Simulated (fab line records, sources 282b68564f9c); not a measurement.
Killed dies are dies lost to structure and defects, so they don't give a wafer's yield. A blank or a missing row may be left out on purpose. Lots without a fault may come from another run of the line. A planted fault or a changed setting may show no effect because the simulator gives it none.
fab line records | flow rit_cmos
record lots=5 wafers=15 last_day=7
route steps=202 shown GATE@77 FOX2@80 M1@202
lots that met no fault: from a run of the same line without faults
start_h: hours from the record's first day to the start of the lot's first wafer shown | wait_h: hours since the lot's step before | " the same as in the row above | L1.1+2: a row that stands for several wafers | - no value, or no start given | * or withheld: withheld | < > ~ a bound
route shown NAME@n: a module of which the file shows steps, and the number in the route of the first | usual: mean/standard deviation of fault-free wafers | same: alike in all rows | chamber/n: place in a boat | sites: the reading at each site | _std_site: their standard deviation | _edge_site: outer sites' mean less inner sites' | radius_mm: how far each site lies from the wafer's centre | mask NAME#n: copy n | behind: the tool/chamber that last shaped the wafer | hold: why the lot was held/for how many hours/how that ended | device: the transistor (n, p or np) that didn't switch | end of line: the same wafers' tests at the end of the route | a step without rows: its recipe alone | killed: dies lost to structure and defects at the first sort, not the wafer's yield | map: a wafer's dies, x killed, . not, _ none there
set.NAME: the setting as run; set.NAME@STEP: as run at that earlier step | model.NAME: the simulator's own value behind a step, which no gauge read
lots at some steps of the route; a table a step, a row a wafer
services: from which hour (start_h, from the record's first day; less than 0 if before it) a tool's chamber was out of use, for how many hours, and why
## steps
# step RIT_GATE_CLEAN_02
# recipe chemistry=dHF dilution=50:1 time_s=30
# step RIT_GATE_CLEAN_03
# recipe chemistry=SC2 mix=3:3:50 time_s=600 temp_c=75 dry=n2_spin
# step RIT_GATE_CLEAN_04
# recipe chemistry=dHF dilution=50:1 time_s=60 dry=n2_spin
# step RIT_FOX2_THK_MEAS_91
# recipe reads=SiO2_of_FOX2_OXIDATION_00
# usual FIELD_OXIDE_LEFT_2_THK=255/6.5
# columns lot.wafer tool chamber start_h wait_h FIELD_OXIDE_LEFT_2_THK[nm]
L572.1 film_metro-01 - 70.05 0.0 258
L572.2 " - " " 257
L572.3 " - " " 253
L577.3 film_metro-04 - 107.99 0.0 269
L577.4 " - " " 269
L577.5 " - " " 272
L581.1 film_metro-03 - 111.43 0.0 266
L581.2 " - " " 263
L581.6 " - " " 263
L589.1 film_metro-04 - 148.17 0.0 245
L589.2 " - " " 248
L589.4 " - " " 239
L590.4 film_metro-03 - 152.59 0.0 253
L590.5 " - " " 252
L590.6 " - " " 253
# step RIT_GATE_OXIDATION_05
# recipe temp_c=900 ambient=O2 target_thk_a=30 ox_time_s=270
# step RIT_GATE_ANNEAL_06
# recipe temp_c=900 time_s=600 ambient=N2O
# step RIT_GATE_THK_MEAS_07
# recipe reads=SiO2_of_GATE_OXIDATION_05
# usual GATE_OXIDE_THK=3.00/0.06
# columns lot.wafer tool chamber start_h wait_h GATE_OXIDE_THK[nm]
L572.1 film_metro-04 - 83.81 0.0 2.95
L572.2 " - " " 3.02
L572.3 " - " " 2.92
L577.3 film_metro-03 - 110.04 0.0 3.06
L577.4 " - " " 3.03
L577.5 " - " " 3.03
L581.1 film_metro-01 - 115.38 0.0 2.98
L581.2 " - " " 2.91
L581.6 " - " " 2.96
L589.1 film_metro-03 - 152.20 0.0 3.00
L589.2 " - " " 3.01
L589.4 " - " " 3.01
L590.4 film_metro-04 - 154.06 0.0 2.97
L590.5 " - " " 3.03
L590.6 " - " " 3.04
# step RIT_GATE_CVD_08
# recipe material=poly-Si target_thk_nm=250 temp_c=610 precursor=SiH4 time_s=2220 pressure_mtorr=300 sih4_flow_sccm=100
# step RIT_GATE_THK_MEAS_09
# recipe reads=poly-Si_of_GATE_CVD_08
# usual GATE_POLY_THK=251.1/2.8
# columns lot.wafer tool chamber start_h wait_h GATE_POLY_THK[nm]
L572.1 film_metro-04 - 85.49 0.0 249.0
L572.2 " - " " 247.2
L572.3 " - " " 247.3
L577.3 film_metro-04 - 111.71 0.0 256.7
L577.4 " - " " 255.5
L577.5 " - " " 256.6
L581.1 film_metro-01 - 117.05 0.0 250.2
L581.2 " - " " 249.8
L581.6 " - " " 248.7
L589.1 film_metro-01 - 153.88 0.0 247.4
L589.2 " - " " 248.6
L589.4 " - " " 246.9
L590.4 film_metro-01 - 155.74 0.0 252.0
L590.5 " - " " 251.0
L590.6 " - " " 249.7
# step RIT_GATE_HMDS_10
# recipe prime_time_s=60 prime_temp_c=140
# step RIT_GATE_COAT_11
# recipe resist=NOVOLAK spin_rpm=4250 resist_thk_nm=850
# step RIT_GATE_SOFTBAKE_12
# recipe resist=NOVOLAK temp_c=90 time_s=60
# step RIT_GATE_EXPOSE_13
# recipe mask_id=M6 na=0.6 source_shape=conventional sigma_outer=0.6 target_cd_nm=150 dose_mj=380
# columns lot.wafer tool chamber start_h wait_h mask
L572.1+2+3 iline_stepper-02 0 86.24 0.4 M6#0
L577.3+4+5 iline_stepper-01 0 112.48 0.4 M6_R1#0
L581.1+2+6 iline_stepper-01 0 122.96 5.5 M6#0
L589.1+2+4 iline_stepper-02 0 154.51 0.2 M6#0
L590.4+5+6 iline_stepper-01 0 156.40 0.2 M6#0
# step RIT_GATE_PEB_14
# recipe resist=NOVOLAK temp_c=withheld time_s=withheld
# step RIT_GATE_DEVELOP_15
# recipe resist=NOVOLAK develop_time_s=50 dev_temp_c=23
# step RIT_GATE_CD_MEAS_16
# recipe target_cd_nm=150
# usual cd_nm=149.7/2.3
# columns lot.wafer tool chamber start_h wait_h cd_nm
L572.1 cd_sem-01 - 86.64 - 152.4
L572.2 " - " " 154.4
L572.3 " - " " 152.1
L577.3 cd_sem-01 - 113.24 - 136.4
L577.4 " - " " 139.2
L577.5 " - " " 139.1
L581.1 cd_sem-02 - 123.51 - 150.7
L581.2 " - " " 149.3
L581.6 " - " " 152.5
L589.1 cd_sem-02 - 154.91 - 150.8
L589.2 " - " " 150.3
L589.4 " - " " 149.6
L590.4 cd_sem-01 - 156.86 - 148.5
L590.5 " - " " 149.9
L590.6 " - " " 152.5
# step RIT_GATE_OVL_MEAS_17
# usual GATE_OVL=-0.9/1.4
# columns lot.wafer tool chamber start_h wait_h GATE_OVL[nm]
L572.1 overlay-01 - 86.76 0.1 1.2
L572.2 " - " " 0.2
L572.3 " - " " 1.3
L577.3 overlay-01 - 113.34 0.1 -3.3
L577.4 " - " " -2.5
L577.5 " - " " -2.8
L581.1 overlay-02 - 123.63 0.1 -1.1
L581.2 " - " " -2.4
L581.6 " - " " -0.1
L589.1 overlay-02 - 155.03 0.1 -1.0
L589.2 " - " " -0.7
L589.4 " - " " -1.4
L590.4 overlay-02 - 156.94 0.1 -2.1
L590.5 " - " " -2.2
L590.6 " - " " -0.9
# step RIT_GATE_HARDBAKE_18
# recipe resist=NOVOLAK temp_c=140 time_s=60
# step RIT_GATE_ETCH_19
# recipe chemistry=SF6/CHF3/O2 time_s=165 SF6_flow_sccm=30 CHF3_flow_sccm=30 O2_flow_sccm=5 target=poly-Si pressure_mtorr=40 rf_w=160 target_depth_a=3125 over_etch_frac=0.25 stop_on=SiO2
# usual chamber_pressure_mTorr=40.00/0.038 drypump_motor_current_A=5.9/0.56 oes_product_au=0.854/0.012 throttle_valve_pct=10.27/0.079
# same over_etch_frac=0.25
# columns lot.wafer tool chamber start_h wait_h chamber_pressure_mTorr drypump_motor_current_A oes_product_au rf_hours_counter_h throttle_valve_pct model.GATE.cd_nm
L572.1 rie_si-02 2 86.95 0.1 40.03 6.0 0.864 88 10.36 152.4
L572.2 " 0 " " 40.03 6.2 0.831 152 10.26 154.3
L572.3 " 3 " " 39.91 5.7 0.853 3 10.22 152.1
L577.3 rie_si-02 1 113.51 0.1 40.08 6.5 0.881 121 10.39 136.4
L577.4 " 1 " " 39.99 6.5 0.859 - 10.40 139.1
L577.5 " 3 " " 40.03 5.7 0.879 - 10.24 138.9
L581.1 rie_si-01 3 123.94 0.1 40.04 4.8 0.836 0 10.16 150.7
L581.2 " 1 " " 39.96 5.4 0.853 2 10.26 149.5
L581.6 " 3 " " 40.07 4.7 0.830 - 10.14 152.3
L589.1 rie_si-01 1 155.22 0.1 40.01 5.4 0.843 2 10.22 151
L589.2 " 2 " " 40.00 6.5 0.854 84 10.31 150.2
L589.4 " 3 " " 39.99 4.8 0.828 1 10.16 149.7
L590.4 rie_si-02 2 157.11 0.1 40.05 6.1 0.865 89 10.37 149.2
L590.5 " 1 " " 39.99 6.5 0.857 - 10.40 149.5
L590.6 " 2 " " 39.96 6.0 0.860 - 10.36 152.4
# step RIT_GATE_STRIP_20
# recipe chemistry=O2 time_s=180 resist=NOVOLAK platen_temp_c=withheld power_w=500 pressure_mtorr=4000 o2_flow_sccm=4000
# usual chamber_pressure_mTorr=4000/4.3 drypump_motor_current_A=5.55/0.28
# columns lot.wafer tool chamber start_h wait_h chamber_pressure_mTorr drypump_motor_current_A rf_hours_counter_h
L572.1 plasma_asher-04 1 87.06 0.1 3998 5.72 43
L572.2 " 0 " " 3995 5.31 43
L572.3 " 0 " " 4000 5.32 -
L577.3 plasma_asher-04 1 113.72 0.2 3986 5.75 -
L577.4 " 0 " " 3998 5.32 -
L577.5 " 0 " " 4000 5.34 -
L581.1 plasma_asher-03 0 124.05 0.1 4001 5.67 41
L581.2 " 1 " " 4004 5.54 41
L581.6 " 0 " " 3987 5.66 -
L589.1 plasma_asher-04 1 155.32 0.1 4002 5.74 53
L589.2 " 0 " " 3995 5.34 53
L589.4 " 0 " " 3998 5.32 -
L590.4 plasma_asher-04 0 157.28 0.1 4000 5.39 -
L590.5 " 0 " " 3993 5.38 -
L590.6 " 1 " " 4007 5.70 -
# step RIT_M1_PROBE_99
# usual killed_at_contacts=0.1/0.25 killed_at_front_end=7/3.1 killed_dies=7/3.2 killed_open=3.3/2 killed_short=3.5/2
# same gross_dies=264 killed_at_M0_to_M3=0 killed_at_M4_up=0 killed_at_back_side=0 killed_at_other=0
# columns lot.wafer tool chamber start_h wait_h killed_at_contacts killed_at_front_end killed_dies killed_open killed_short model.etest.pmos_0p3.r_on_ohm_um model.etest.pmos_0p15.r_on_ohm_um model.etest.pmos_turned.r_on_ohm_um model.etest.nmos_0p15.r_on_ohm_um model.etest.nmos_0p3.r_on_ohm_um model.etest.nmos_0p15.drive_ua_um model.etest.pmos_0p15.drive_ua_um model.etest.nmos_turned.drive_ua_um
L572.1 prober-02 - 128.26 0.1 0 5 5 3 2 6215 2778 3424 1128 2125 463.5 254.4 326.1
L572.2 prober-02 - 128.31 0.1 0 3 3 2 1 6247 2863 3486 1176 2172 453.5 248.3 324.1
L572.3 prober-02 - 128.36 0.2 0 6 6 4 2 6181 2744 3407 1090 2101 472 254.9 329.4
L577.3 prober-01 - 136.04 0.2 0 14 14 6 7 6041 2440 3089 1044 2106 527.3 298.2 360.1
L577.4 prober-01 - 136.09 0.2 0 14 14 6 8 6055 2551 3245 1081 2113 524 287.1 348.8
L577.5 prober-01 - 136.14 0.2 1 9 10 5 4 6246 2598 3296 1090 2156 510.2 278.4 337.7
L581.1 prober-02 - 147.17 0.1 0 4 4 3 1 6315 2826 3531 1118 2145 474.3 249.9 329.3
L581.2 prober-02 - 147.22 0.1 0 4 4 1 3 6132 2716 3390 1086 2097 490.6 264.9 346.7
L581.6 prober-02 - 147.42 0.2 0 6 6 3 3 6226 2812 3486 1085 2106 463.3 250.5 328.1
L589.1 prober-01 - 174.70 0.1 0 2 2 1 1 6253 2760 3454 1106 2122 461.7 252.5 315.3
L589.2 prober-01 - 174.75 0.1 0 6 6 3 3 6377 2884 3609 1178 2219 450.9 245.6 294.3
L589.4 prober-01 - 174.85 0.2 0 6 6 5 1 6247 2758 3463 1137 2160 464.6 254.8 317.2
L590.4 prober-02 - 177.66 0.2 0 15 15 7 8 6165 2665 3317 1092 2117 485.5 265 336.4
L590.5 prober-02 - 177.71 0.2 0 16 16 7 9 6130 2677 3296 1105 2116 484 266.2 342
L590.6 prober-02 - 177.76 0.2 1 8 9 6 3 6257 2803 3419 1181 2180 465.3 256.5 338.4
# killed by level:class
L572.1 SPACER:geometric_particle:short=2 FOX1:geometric_particle:open=1 FOX2:geometric_particle:open=1 SPACER:geometric_particle:open=1
L572.2 SILICIDE:geometric_particle:open=2 GATE:geometric_particle:short=1
L572.3 FOX1:geometric_particle:open=2 FOX1:geometric_particle:short=2 GATE:geometric_particle:open=1 SILICIDE:geometric_particle:open=1
L577.3 FOX1:geometric_particle:short=3 FOX2:geometric_particle:open=2 FOX2:geometric_particle:short=2 GATE:geometric_particle:short=2 GATE:geometric_particle:open=2 SPACER:geometric_particle:open=1 SILICIDE:geometric_particle:open=1 GATE:area_expose=1
L577.4 GATE:geometric_particle:short=3 GATE:geometric_particle:open=3 FOX1:geometric_particle:short=2 REOX:geometric_particle:short=2 FOX1:geometric_particle:open=1 REOX:geometric_particle:open=1 SPACER:geometric_particle:open=1 SPACER:geometric_particle:short=1
L577.5 SILICIDE:geometric_particle:open=3 FOX1:geometric_particle:short=2 FOX1:geometric_particle:open=1 GATE:geometric_particle:open=1 GATE:geometric_particle:short=1 CONTACT:geometric_particle:short=1 GATE:area_expose=1
L581.1 GATE:geometric_particle:short=1 GATE:geometric_particle:open=1 REOX:geometric_particle:open=1 SILICIDE:geometric_particle:open=1
L581.2 FOX1:geometric_particle:short=2 FOX2:geometric_particle:open=1 GATE:geometric_particle:short=1
L581.6 FOX1:geometric_particle:open=1 GATE:geometric_particle:short=1 REOX:geometric_particle:short=1 REOX:geometric_particle:open=1 SPACER:geometric_particle:open=1 SPACER:geometric_particle:short=1
L589.1 FOX2:geometric_particle:open=1 GATE:geometric_particle:short=1
L589.2 SILICIDE:geometric_particle:short=2 GATE:geometric_particle:short=1 REOX:geometric_particle:open=1 SPACER:geometric_particle:open=1 SILICIDE:geometric_particle:open=1
L589.4 GATE:geometric_particle:open=3 SILICIDE:geometric_particle:open=2 GATE:geometric_particle:short=1
L590.4 GATE:geometric_particle:open=4 FOX2:geometric_particle:short=2 GATE:geometric_particle:short=2 SPACER:geometric_particle:open=2 SPACER:geometric_particle:short=2 FOX1:geometric_particle:short=1 REOX:geometric_particle:short=1 REOX:geometric_particle:open=1
L590.5 GATE:geometric_particle:short=4 FOX2:geometric_particle:open=2 GATE:geometric_particle:open=2 REOX:geometric_particle:open=2 REOX:geometric_particle:short=2 SPACER:geometric_particle:short=2 FOX1:geometric_particle:open=1 FOX2:geometric_particle:short=1
L590.6 GATE:geometric_particle:open=2 SPACER:geometric_particle:open=2 FOX1:geometric_particle:open=1 GATE:geometric_particle:short=1 SPACER:geometric_particle:short=1 SILICIDE:geometric_particle:open=1 CONTACT:geometric_particle:short=1
## services
# columns tool chamber start_h hours kind
plasma_asher-03 - 67.92 3.8 repair
iline_stepper-01 - 69.13 1.7 pm
iline_stepper-01 - 76.64 28.9 pm
rie_si-01 3 94.16 - clean
rie_si-01 3 94.16 21.3 scheduled_down
rie_si-01 3 94.16 21.3 vent_cycle
rie_si-02 0 101.30 - clean
rie_si-02 0 101.30 15.9 scheduled_down
rie_si-02 0 101.30 15.9 vent_cycle
rie_si-02 - 114.16 4.1 repair
iline_stepper-02 - 122.96 8.9 pm
plasma_asher-03 - 130.17 3.4 repair
iline_stepper-02 - 131.85 1.7 pm
## key
first_sign step=RIT_GATE_EXPOSE_13 reading=mask direction=changed
effect step=RIT_GATE_CD_MEAS_16 reading=cd_nm direction=down sigmas=5 usual=149.7 struck=138.2
model_effect step=RIT_GATE_ETCH_19 value=GATE.cd_nm without=150.1 struck=138.1
model_effect step=RIT_M1_PROBE_99 value=etest.pmos_0p3.r_on_ohm_um without=6399 struck=6114
met_at RIT_GATE_EXPOSE_13
struck_wafers L577.3,L577.4,L577.5
tester_left_out L577
fault kind=wrong_mask tool=any chamber=- onset_h=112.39 steps=RIT_GATE_EXPOSE_13 aux_copy=M6_R1#0 cd_offset_nm=-12 scope=struck_lots_only
# tester_left_out: of these lots the tester's yield and bins aren't shown, on N5 and GAA mostly nor the transistor test; their killed dies are dies lost to structure and defects alone, not to doping, threshold or leakage, so they don't give the yield
